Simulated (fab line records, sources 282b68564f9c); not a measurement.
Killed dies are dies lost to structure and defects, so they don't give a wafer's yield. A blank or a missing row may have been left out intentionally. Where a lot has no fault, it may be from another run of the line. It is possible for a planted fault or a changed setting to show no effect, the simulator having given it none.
Which tool is to blame?	flow ritCmos	13 lots, 39 wafers sampled, at 2 steps of a route of 202

WHAT EACH GAUGE READ, for each wafer
RIT_SPACER_THK_MEAS_04.
lot	measured	on	SPACER_NITRIDE_THK (nm)
L157	day 3 02:54	filmMetro-01	252.9 251.9 250.6
L159	day 3 09:58	filmMetro-03	245.9 248.1 247.1
L160	day 3 16:28	filmMetro-02	249.4 250.1 251.0
L162	day 4 01:10	filmMetro-03	247.0 246.8 246.7
L163	day 4 06:25	filmMetro-01	247.0 247.8 247.2
L164	day 4 12:58	filmMetro-03	245.7 244.8 245.8
L165	day 4 15:16	filmMetro-03	247.6 247.1 248.3
L173	day 6 07:26	filmMetro-03	251.8 250.6 251.2
L174	day 6 11:25	filmMetro-03	264.2 266.1 266.1
L175	day 6 15:53	filmMetro-03	250.8 252.4 252.0
L178	day 7 07:32	filmMetro-03	249.4 249.5 250.7
L179	day 7 12:40	filmMetro-01	249.9 248.7 249.2
L180	day 7 17:23	filmMetro-03	249.7 250.4 251.3

WHAT TOOL EACH LOT RAN ON (gives the tool, then ch and the chambers of the sampled wafers, and finally the start)
lot	RIT_SPACER_CVD_03
L157	lpcvd-01 ch 1, day 3 00:58
L159	lpcvd-02 ch 0, day 3 08:03
L160	lpcvd-02 ch 1, day 3 14:32
L162	lpcvd-02 ch 1, day 3 23:14
L163	lpcvd-02 ch 1, day 4 04:29
L164	lpcvd-02 ch 1, day 4 11:03
L165	lpcvd-01 ch 1, day 4 13:19
L173	lpcvd-02 ch 1, day 6 05:29
L174	lpcvd-01 ch 1, day 6 09:30
L175	lpcvd-01 ch 0, day 6 13:58
L178	lpcvd-02 ch 1, day 7 05:38
L179	lpcvd-02 ch 1, day 7 10:44
L180	lpcvd-02 ch 1, day 7 15:28
- RIT_SPACER_CVD_03: deposits Si3N4 from SiH2Cl2/NH3, target thk 250 nm, time 3300 s.

AS READ BY THE TOOLS THEMSELVES (means over the sampled wafers that have a number; for cases with no such wafer, the mark the record gives instead)
RIT_SPACER_CVD_03.
lot	tool	pressureMtorr (mTorr)	sih2cl2FlowSccm (sccm)	spikeTcSourceC (C)	zonePowerLoadPct (%)	zonePowerSourcePct (%)
L157	lpcvd-01	300.5	60.03	829.3	19.1	21.3
L159	lpcvd-02	300.6	60.07	837.1	22.4	19.2
L160	lpcvd-02	299.8	60.01	829.1	21.9	19.6
L162	lpcvd-02	299.4	60.07	829.4	21.7	19.8
L163	lpcvd-02	299.3	59.89	828.9	21.5	19.6
L164	lpcvd-02	299.4	60.08	828.9	21.7	19.5
L165	lpcvd-01	300.0	60.15	831.0	19.2	21.2
L173	lpcvd-02	300.3	60.18	828.2	21.7	19.7
L174	lpcvd-01	300.1	71.97	830.7	19.1	21.3
L175	lpcvd-01	299.1	59.93	828.2	25.3	20.8
L178	lpcvd-02	300.6	59.78	828.8	21.5	19.7
L179	lpcvd-02	299.2	59.99	829.4	21.6	19.7
L180	lpcvd-02	299.8	60.03	829.2	21.4	19.7

THE ANSWER, worked out from the rows above alone
Rule: what is usual is taken from the lots themselves. The widest of any qualifying gaps counts: lots, ordered by their means at a reading, are off when they make up no more than a third of the lots, leave a main group of 4 or more, and stand apart from it by 3 or more times the standard deviation of that group's means. The tables above print the reading to a certain number of digits; a main group whose means all agree to those digits is not used. Also off: a lot with no number at a reading for which 4 or more lots have one. The other lots that the step has rows for count as sound. The gauges are gone through in route order, then the tools' own readings, and for those a lot's mean is taken as printed above. The first step at which some lot is off is used, and at that step the reading that is off furthest; a lot without a number counts as furthest.
Off: L174, seen at RIT_SPACER_THK_MEAS_04 (SPACER_NITRIDE_THK). For the main group the mean is 249.1 nm and the standard deviation 2.
A tool fits if, at a process step before that reading, it ran every lot that is off, and no sound lot after the first of them. The gauges at RIT_SPACER_THK_MEAS_04 aren't tried: what is off there is off at RIT_SPACER_CVD_03 too, on other tools, and a gauge's error can't cause that. No candidate that was tried fits.

WHAT THE SIMULATOR HAD PUT IN
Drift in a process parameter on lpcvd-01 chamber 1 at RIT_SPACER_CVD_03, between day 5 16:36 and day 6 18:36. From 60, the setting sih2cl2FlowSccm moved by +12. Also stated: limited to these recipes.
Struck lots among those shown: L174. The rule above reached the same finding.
